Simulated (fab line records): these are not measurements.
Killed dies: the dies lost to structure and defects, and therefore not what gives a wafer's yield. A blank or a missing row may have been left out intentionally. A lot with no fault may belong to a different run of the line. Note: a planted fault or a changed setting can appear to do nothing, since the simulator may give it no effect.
fab line records + flow rit_cmos
record
- lots=15
- wafers=45
- last_day=7
route steps=202 shown SPACER@128
lots with no fault: from the same line, run without faults
start_h: hours from the record's first day to the start of the lot's first wafer shown + wait_h: time in hours since the lot's previous step + " same as the row above + L1.1+2: one row covering several wafers at once + - value missing, or start not given + * or withheld: withheld + < > ~ a bound
route shown NAME@n: a module of which the file shows steps, and the number in the route of the first + usual: mean/standard deviation taken from wafers without a fault + same: alike in all rows + chamber/n: place in a boat + sites: each site's reading + _std_site: the values' standard deviation + _edge_site: the outer-site mean with the inner-site mean subtracted + radius_mm: how far each site lies from the wafer's centre + mask NAME#n: copy n + behind: the tool/chamber that last shaped the wafer + hold: what put the lot on hold/how long, in hours/how the hold closed + device: which transistor (n, p or np) failed to switch + end of line: the route-end tests of the same wafers + step lacking rows: just its recipe + killed: the dies lost at the first sort to structure and to defects; this is not the yield of the wafer + map: the dies of a wafer, with x for killed, . for not killed, _ for no die there
set.NAME: the setting that was run; set.NAME@STEP: the one run at that earlier step + model.NAME: the simulator's own value behind a step, which no gauge read
route steps across a sampled set of lots; one table per step, one row per wafer
services: the hour from which a tool's chamber was out of use, counted from the record's first day as start_h (under 0 if before that day), plus the number of hours and why
## steps
# step RIT_SPACER_CVD_03
# recipe
- material=Si3N4
- target_thk_nm=250
- temp_c=810
- precursor=SiH2Cl2/NH3
- time_s=3300
- pressure_mtorr=300
- sih2cl2_flow_sccm=60
- nh3_flow_sccm=150
| lot.wafer  | tool     | chamber | start_h | wait_h |
|------------|----------|---------|---------|--------|
| L755.1+3+6 | lpcvd-01 | 1       | 48.17   | 0.0    |
| L756.1+3+6 | lpcvd-01 | 0       | 50.78   | 0.0    |
| L757.1+5+6 | lpcvd-01 | 1       | 59.30   | 0.0    |
| L759.1+4+5 | lpcvd-02 | 1       | 66.74   | 0.0    |
| L763.3+4+6 | lpcvd-02 | 1       | 88.53   | 0.9    |
| L764.1+2+4 | lpcvd-01 | 1       | 94.72   | 0.0    |
| L765.2+3+6 | lpcvd-02 | 0       | 99.11   | 1.1    |
| L766.2+3+5 | lpcvd-02 | 1       | 101.02  | 1.0    |
| L768.4+5+6 | lpcvd-01 | 0       | 111.59  | 0.0    |
| L769.4+5+6 | lpcvd-01 | 1       | 119.09  | 0.0    |
| L770.3+4+5 | lpcvd-01 | 1       | 122.01  | 0.0    |
| L772.1+2+5 | lpcvd-01 | 0       | 131.00  | 0.0    |
| L773.2+5+6 | lpcvd-01 | 0       | 139.51  | 0.9    |
| L774.4+5+6 | lpcvd-01 | 1       | 141.43  | 0.5    |
| L776.1+4+6 | lpcvd-01 | 1       | 150.73  | 0.0    |
# step RIT_SPACER_THK_MEAS_04
# recipe
- reads=Si3N4_of_SPACER_CVD_03
# usual
- SPACER_NITRIDE_THK=249.8/2
| lot.wafer | tool          | chamber | start_h | wait_h | SPACER_NITRIDE_THK[nm] |
|-----------|---------------|---------|---------|--------|------------------------|
| L755.1    | film_metro-01 | -       | 50.09   | 0.0    | 247.6                  |
| L755.3    | "             | -       | "       | "      | 249.1                  |
| L755.6    | "             | -       | "       | "      | 247.4                  |
| L756.1    | film_metro-01 | -       | 52.70   | 0.0    | 249.4                  |
| L756.3    | "             | -       | "       | "      | 249.7                  |
| L756.6    | "             | -       | "       | "      | 251.6                  |
| L757.1    | film_metro-01 | -       | 62.18   | 0.0    | 251.2                  |
| L757.5    | "             | -       | "       | "      | 251.0                  |
| L757.6    | "             | -       | "       | "      | 251.5                  |
| L759.1    | film_metro-03 | -       | 68.66   | 0.0    | 250.3                  |
| L759.4    | "             | -       | "       | "      | 249.5                  |
| L759.5    | "             | -       | "       | "      | 250.4                  |
| L763.3    | film_metro-03 | -       | 90.47   | 0.0    | 317.3                  |
| L763.4    | "             | -       | "       | "      | 316.3                  |
| L763.6    | "             | -       | "       | "      | 318.1                  |
| L764.1    | film_metro-02 | -       | 97.59   | 0.0    | 250.1                  |
| L764.2    | "             | -       | "       | "      | 252.8                  |
| L764.4    | "             | -       | "       | "      | 251.1                  |
| L765.2    | film_metro-02 | -       | 101.03  | 0.0    | 321.0                  |
| L765.3    | "             | -       | "       | "      | 318.8                  |
| L765.6    | "             | -       | "       | "      | 319.1                  |
| L766.2    | film_metro-03 | -       | 102.95  | 0.0    | 322.3                  |
| L766.3    | "             | -       | "       | "      | 324.9                  |
| L766.5    | "             | -       | "       | "      | 320.3                  |
| L768.4    | film_metro-03 | -       | 114.50  | 0.0    | 249.2                  |
| L768.5    | "             | -       | "       | "      | 246.7                  |
| L768.6    | "             | -       | "       | "      | 250.9                  |
| L769.4    | film_metro-03 | -       | 121.03  | 0.0    | 250.5                  |
| L769.5    | "             | -       | "       | "      | 251.8                  |
| L769.6    | "             | -       | "       | "      | 249.8                  |
| L770.3    | film_metro-03 | -       | 123.94  | 0.0    | 247.0                  |
| L770.4    | "             | -       | "       | "      | 247.4                  |
| L770.5    | "             | -       | "       | "      | 248.2                  |
| L772.1    | film_metro-03 | -       | 132.91  | 0.0    | 249.5                  |
| L772.2    | "             | -       | "       | "      | 251.7                  |
| L772.5    | "             | -       | "       | "      | 247.8                  |
| L773.2    | film_metro-03 | -       | 141.44  | 0.0    | 249.6                  |
| L773.5    | "             | -       | "       | "      | 250.0                  |
| L773.6    | "             | -       | "       | "      | 250.9                  |
| L774.4    | film_metro-01 | -       | 143.37  | 0.0    | 252.3                  |
| L774.5    | "             | -       | "       | "      | 252.7                  |
| L774.6    | "             | -       | "       | "      | 251.1                  |
| L776.1    | film_metro-03 | -       | 152.65  | 0.0    | 246.2                  |
| L776.4    | "             | -       | "       | "      | 246.9                  |
| L776.6    | "             | -       | "       | "      | 246.2                  |
# step RIT_SPACER_ETCHBACK_05
# recipe
- target_depth_a=2500
- SF6_flow_sccm=30
- CHF3_flow_sccm=30
- target=Si3N4
- chemistry=SF6/CHF3
- pressure_mtorr=40
- rf_w=250
- time_s=240
- stop_on=SiO2
# usual
- chamber_pressure_mTorr=40.00/0.04
- drypump_motor_current_A=5.8/0.6
- oes_product_au=0.850/0.013
- throttle_valve_pct=10.24/0.16
| lot.wafer | tool        | chamber | start_h | wait_h | chamber_pressure_mTorr | drypump_motor_current_A | oes_product_au | rf_hours_counter_h | throttle_valve_pct |
|-----------|-------------|---------|---------|--------|------------------------|-------------------------|----------------|--------------------|--------------------|
| L755.1    | rie_diel-03 | 2       | 50.15   | 0.1    | 39.93                  | 5.1                     | 0.827          | 40                 | 10.18              |
| L755.3    | "           | 3       | "       | "      | 39.94                  | 5.7                     | 0.848          | 118                | 10.02              |
| L755.6    | "           | 1       | "       | "      | 40.00                  | 5.0                     | 0.831          | -                  | 10.22              |
| L756.1    | rie_diel-04 | 0       | 52.76   | 0.1    | 40.02                  | 6.0                     | 0.852          | 1                  | 10.56              |
| L756.3    | "           | 2       | "       | "      | 40.02                  | 5.7                     | 0.875          | 114                | 10.16              |
| L756.6    | "           | 2       | "       | "      | 39.95                  | 5.7                     | 0.872          | -                  | 10.14              |
| L757.1    | rie_diel-01 | 0       | 62.24   | 0.1    | 39.99                  | 6.2                     | 0.840          | 142                | 10.39              |
| L757.5    | "           | 2       | "       | "      | 39.98                  | 6.3                     | 0.867          | -                  | 10.11              |
| L757.6    | "           | 1       | "       | "      | 40.00                  | 6.0                     | 0.863          | -                  | 10.37              |
| L759.1    | rie_diel-04 | 1       | 68.72   | 0.1    | 39.94                  | 6.5                     | 0.836          | 158                | 10.11              |
| L759.4    | "           | 1       | "       | "      | 40.01                  | 6.5                     | 0.832          | -                  | 10.11              |
| L759.5    | "           | 0       | "       | "      | 40.05                  | 6.0                     | 0.857          | -                  | 10.56              |
| L763.3    | rie_diel-03 | 0       | 90.51   | 0.0    | 40.02                  | 4.8                     | 0.998          | 13                 | 10.59              |
| L763.4    | "           | 2       | "       | "      | 40.03                  | 5.1                     | 0.965          | 41                 | 10.21              |
| L763.6    | "           | 0       | "       | "      | 40.01                  | 4.9                     | 1.010          | -                  | 10.58              |
| L764.1    | rie_diel-04 | 2       | 97.65   | 0.1    | 39.99                  | 5.7                     | 0.875          | 115                | 10.15              |
| L764.2    | "           | 1       | "       | "      | 39.99                  | 6.5                     | 0.848          | 159                | 10.10              |
| L764.4    | "           | 3       | "       | "      | 40.02                  | 5.1                     | 0.829          | 49                 | 10.14              |
| L765.2    | rie_diel-03 | 3       | 101.08  | 0.0    | 40.00                  | 5.8                     | 1.015          | 119                | 10.06              |
| L765.3    | "           | 0       | "       | "      | 40.00                  | 4.8                     | 1.011          | 13                 | 10.61              |
| L765.6    | "           | 0       | "       | "      | 40.08                  | 4.9                     | 1.004          | -                  | 10.59              |
| L766.2    | rie_diel-04 | 2       | 103.00  | 0.0    | 39.99                  | 5.7                     | 1.040          | 115                | 10.20              |
| L766.3    | "           | 3       | "       | "      | 40.01                  | 5.1                     | 0.975          | 49                 | 10.18              |
| L766.5    | "           | 2       | "       | "      | 39.99                  | 5.7                     | 1.034          | -                  | 10.22              |
| L768.4    | rie_diel-03 | 2       | 114.53  | 0.0    | 40.04                  | 5.1                     | 0.825          | 42                 | 10.17              |
| L768.5    | "           | 0       | "       | "      | 40.03                  | 4.8                     | 0.853          | -                  | 10.53              |
| L768.6    | "           | 1       | "       | "      | 40.04                  | 5.0                     | 0.841          | -                  | 10.22              |
| L769.4    | rie_diel-01 | 3       | 121.14  | 0.1    | 39.97                  | 6.6                     | 0.849          | -                  | 10.18              |
| L769.5    | "           | 1       | "       | "      | 39.93                  | 6.0                     | 0.863          | -                  | 10.36              |
| L769.6    | "           | 0       | "       | "      | 40.00                  | 6.2                     | 0.839          | -                  | 10.39              |
| L770.3    | rie_diel-03 | 1       | 123.98  | 0.0    | 40.02                  | 5.0                     | 0.833          | 135                | 10.22              |
| L770.4    | "           | 3       | "       | "      | 39.95                  | 5.8                     | 0.847          | 120                | 10.01              |
| L770.5    | "           | 3       | "       | "      | 39.93                  | 5.8                     | 0.848          | -                  | 10.03              |
| L772.1    | rie_diel-01 | 3       | 132.97  | 0.1    | 40.05                  | 6.6                     | 0.859          | 81                 | 10.18              |
| L772.2    | "           | 1       | "       | "      | 40.02                  | 6.0                     | 0.863          | 148                | 10.36              |
| L772.5    | "           | 3       | "       | "      | 40.01                  | 6.6                     | 0.848          | -                  | 10.17              |
| L773.2    | rie_diel-03 | 1       | 141.49  | 0.0    | 40.03                  | 5.0                     | 0.838          | 136                | 10.23              |
| L773.5    | "           | 3       | "       | "      | 39.97                  | 5.8                     | 0.852          | -                  | 10.02              |
| L773.6    | "           | 2       | "       | "      | 40.01                  | 5.1                     | 0.839          | -                  | 10.19              |
| L774.4    | rie_diel-01 | 0       | 143.40  | 0.0    | 39.98                  | 6.2                     | 0.848          | 144                | 10.39              |
| L774.5    | "           | 1       | "       | "      | 39.95                  | 6.0                     | 0.859          | -                  | 10.37              |
| L774.6    | "           | 0       | "       | "      | 40.03                  | 6.2                     | 0.845          | -                  | 10.38              |
| L776.1    | rie_diel-01 | 2       | 152.71  | 0.1    | 40.02                  | 6.3                     | 0.847          | 1                  | 10.07              |
| L776.4    | "           | 3       | "       | "      | 40.04                  | 6.7                     | 0.853          | 81                 | 10.17              |
| L776.6    | "           | 0       | "       | "      | 40.01                  | 6.2                     | 0.829          | -                  | 10.36              |
## services
| tool        | chamber | start_h | hours | kind           |
|-------------|---------|---------|-------|----------------|
| rie_diel-03 | -       | 45.61   | 2.8   | pm             |
| rie_diel-04 | 3       | 64.28   | 8.8   | repair         |
| rie_diel-03 | 0       | 65.07   | 4.6   | repair         |
| rie_diel-04 | 3       | 74.23   | 2.4   | repair         |
| lpcvd-01    | -       | 80.88   | 2.1   | repair         |
| rie_diel-04 | 1       | 101.29  | -     | clean          |
| rie_diel-04 | 1       | 101.29  | 23.8  | scheduled_down |
| rie_diel-04 | 1       | 101.29  | 23.8  | vent_cycle     |
| rie_diel-04 | -       | 111.26  | 14.6  | pm             |
| rie_diel-01 | 2       | 117.40  | -     | clean          |
| rie_diel-01 | 2       | 117.40  | 20.2  | scheduled_down |
| rie_diel-01 | 2       | 117.40  | 20.2  | vent_cycle     |
## key
first_sign
- step=RIT_SPACER_THK_MEAS_04
- reading=SPACER_NITRIDE_THK
- direction=up
- sigmas=35
- usual=249.8
- struck=319.8
effect
- step=RIT_SPACER_ETCHBACK_05
- reading=oes_product_au
- direction=up
- sigmas=12
- usual=0.850
- struck=1.006
met_at RIT_SPACER_CVD_03
struck_lots L763,L765,L766
later_rows_left_out L763.3,L763.4,L763.6,L765.2,L765.3,L765.6,L766.3,L766.5
sort_left_out L763.3,L763.4,L763.6,L765.2,L765.3,L765.6,L766.2,L766.3,L766.5
tester_left_out L763,L765,L766
onset_between 66.74 88.53
fault
- kind=process_parameter_drift
- tool=lpcvd-02
- chamber=-
- onset_h=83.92
- steps=RIT_SPACER_CVD_03
- channel=target_thk_nm
- offset=70.492
- shape=step
- end_h=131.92
- acts_in=these_recipes_only
- stated=250
# tester_left_out: of these lots the tester's yield and bins aren't shown, on N5 and GAA mostly nor the transistor test; their killed dies are dies lost to structure and defects alone, not to doping, threshold or leakage, so they don't give the yield
# sort_left_out: the simulated sort isn't trusted on such a fault, so these wafers' sort isn't shown, and their yield isn't known
# later_rows_left_out: the simulator's readings of these wafers behind a module that went badly wrong aren't trusted and aren't shown, but for the sort
